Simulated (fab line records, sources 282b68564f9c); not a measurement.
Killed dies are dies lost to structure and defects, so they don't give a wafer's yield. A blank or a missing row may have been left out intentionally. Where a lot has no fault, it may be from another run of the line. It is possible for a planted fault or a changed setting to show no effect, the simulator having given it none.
A struck lot beside a sound one | flow ritCmos | 43 steps out of a route of 202
Sound: wafers L995.1, L995.5, L995.6. The struck wafers were L102.1, L102.2, L102.6. The cause comes at the end.
Per side, at each step with rows, come the tool, then ch with its chambers, and then its first start. Under that, the readings that differ: sound wafers | struck wafers | difference of the means | sigmas: that difference in standard deviations of wafers without a fault.
alike: readings with means less than 2 such deviations apart, plus words and numbers identical on both sides. not compared: withheld readings, readings lacking a value on some wafer, bounds such as >300 that could conceal the same value, and numbers that have no deviation in the record and whose values overlap.
Wherever a step has rows on one side only, a row that says differs or no value, or a row with sigmas, the two part there. Non-overlapping numbers with no deviation appear without sigmas and do not part them. A reading missing from all wafers of one side parts the sides only when that side holds two or more wafers.

first, 3 steps without rows for these wafers: RIT_GATE_EXPOSE_13 (exposes mask M6, target cd 150 nm); RIT_GATE_PEB_14; RIT_GATE_DEVELOP_15 (develop time 50 s).
RIT_GATE_CD_MEAS_16: the cd target is 150 nm.
  struck on cdSem-01, day 5 17:34; sound on cdSem-01, day 4 10:47
  alike: cdNm
RIT_GATE_OVL_MEAS_17:
  struck on overlay-02, day 5 17:41; sound on overlay-01, day 4 10:55
  alike: GATE_OVL
then, 1 step without rows for these wafers: RIT_GATE_HARDBAKE_18 (time 60 s).
RIT_GATE_ETCH_19: etches poly-Si in SF6/CHF3/O2, stops on SiO2, time 165 s, target depth 312.5 nm.
  sound on rieSi-02 ch 1,2, day 4 11:06; struck on rieSi-01 ch 1,3, day 5 17:52
  alike: drypumpMotorCurrentA, oesProductAu, throttleValvePct
  not compared: rfHoursCounterH
RIT_GATE_STRIP_20: strips in O2, time 180 s.
  sound on plasmaAsher-03 ch 0,1, day 4 11:13; struck on plasmaAsher-03 ch 0,1, day 5 17:58
  alike: drypumpMotorCurrentA
  not compared: rfHoursCounterH
RIT_GATE_CD_MEAS_90: the cd target is 150 nm.
  struck on cdSem-02, day 5 18:09; sound on cdSem-01, day 4 11:23
  alike: cdNm
then, 3 steps without rows for these wafers: RIT_REOX_CLEAN_00 (cleans in SC1, time 600 s); RIT_REOX_CLEAN_01 (cleans in dHF, time 30 s); RIT_REOX_CLEAN_02 (cleans in SC2, time 600 s).
RIT_REOX_OXIDATION_03: target thk 25.2 nm, ox time 5580 s.
  sound on furnace-01 ch 0, day 4 11:52; struck on furnace-04 ch 0, day 5 19:26
  alike: tubeCenterTempC
RIT_REOX_THK_MEAS_04:
  struck on filmMetro-03, day 5 21:59; sound on filmMetro-02, day 4 14:25
reading             | sound          | struck         | difference | sigmas
REOX_OXIDE_THK (nm) | 24.8 24.5 25.1 | 26.0 25.8 25.8 | +1.1       | +3
then, 6 steps without rows for these wafers: RIT_NLDD_HMDS_00 (prime time 60 s); RIT_NLDD_COAT_01 (resist thk 1000 nm); RIT_NLDD_SOFTBAKE_02 (time 60 s); RIT_NLDD_EXPOSE_03 (exposes mask M7, target cd 40700 nm); RIT_NLDD_PEB_04; RIT_NLDD_DEVELOP_05 (develop time 50 s).
RIT_NLDD_OVL_MEAS_06:
  struck on overlay-01, day 5 23:02; sound on overlay-02, day 4 15:20
  alike: NLDD_OVL
then, 2 steps without rows for these wafers: RIT_NLDD_HARDBAKE_07 (time 60 s); RIT_NLDD_IMPLANT_08.
RIT_NLDD_STRIP_09: strips in O2, time 180 s.
  sound on plasmaAsher-03 ch 0,1, day 4 15:53; struck on plasmaAsher-02 ch 0,1, day 5 23:22
  alike: drypumpMotorCurrentA
  not compared: rfHoursCounterH
RIT_NLDD_TW_MEAS_10:
  struck on filmMetro-03, day 5 23:32; sound on filmMetro-02, day 4 16:04
  alike: NLDD_TW
then, 6 steps without rows for these wafers: RIT_PLDD_HMDS_00 (prime time 60 s); RIT_PLDD_COAT_01 (resist thk 1000 nm); RIT_PLDD_SOFTBAKE_02 (time 60 s); RIT_PLDD_EXPOSE_03 (exposes mask M8, target cd 40900 nm); RIT_PLDD_PEB_04; RIT_PLDD_DEVELOP_05 (develop time 51.09 s).
RIT_PLDD_OVL_MEAS_06:
  struck on overlay-01, day 6 00:37; sound on overlay-01, day 4 16:58
  alike: PLDD_OVL
then, 2 steps without rows for these wafers: RIT_PLDD_HARDBAKE_07 (time 60 s); RIT_PLDD_IMPLANT_08.
RIT_PLDD_STRIP_09: strips in O2, time 180 s.
  sound on plasmaAsher-01 ch 0,1, day 4 17:19; struck on plasmaAsher-03 ch 0,1, day 6 00:58
  alike: drypumpMotorCurrentA
  not compared: rfHoursCounterH
RIT_PLDD_TW_MEAS_10:
  struck on filmMetro-02, day 6 01:08; sound on filmMetro-02, day 4 17:29
  alike: PLDD_TW
then, 4 steps without rows for these wafers: RIT_SPACER_CLEAN_00 (cleans in SC1, time 600 s); RIT_SPACER_CLEAN_01 (cleans in dHF, time 30 s); RIT_SPACER_CLEAN_02 (cleans in SC2, time 600 s); RIT_SPACER_CVD_03 (deposits Si3N4 from SiH2Cl2/NH3, target thk 250 nm, time 3300 s).
RIT_SPACER_THK_MEAS_04:
  struck on filmMetro-04, day 6 03:29; sound on filmMetro-02, day 4 19:51
  alike: SPACER_NITRIDE_THK
RIT_SPACER_ETCHBACK_05: etches Si3N4 in SF6/CHF3, stops on SiO2, target depth 250 nm, time 240 s.
  sound on rieDiel-01 ch 0,2, day 4 19:55; struck on rieDiel-01 ch 0,3, day 6 03:32
reading                  | sound       | struck      | difference | sigmas
drypumpMotorCurrentA (A) | 6.1 5.8 6.1 | 5.0 5.7 4.9 | -0.8       | -3
  alike: oesProductAu, throttleValvePct
  not compared: rfHoursCounterH
RIT_M1_PROBE_99:
  struck on prober-01, day 6 14:38; sound on prober-01, day 5 07:02
reading          | sound  | struck      | difference | sigmas
killedAtFrontEnd | 10 7 9 | 144 155 153 | +142       | +57
killedDies       | 10 7 9 | 144 155 153 | +142       | +57
killedOnRim      | 3 5 5  | 36 43 39    | +35        | +25
killedShort      | 7 4 7  | 1 0 2       | -5         | -3
  alike: killedOpen

WHERE THEY PART
First at RIT_REOX_THK_MEAS_04; last, within this record, at RIT_M1_PROBE_99.

WHY: what had been put in by the simulator
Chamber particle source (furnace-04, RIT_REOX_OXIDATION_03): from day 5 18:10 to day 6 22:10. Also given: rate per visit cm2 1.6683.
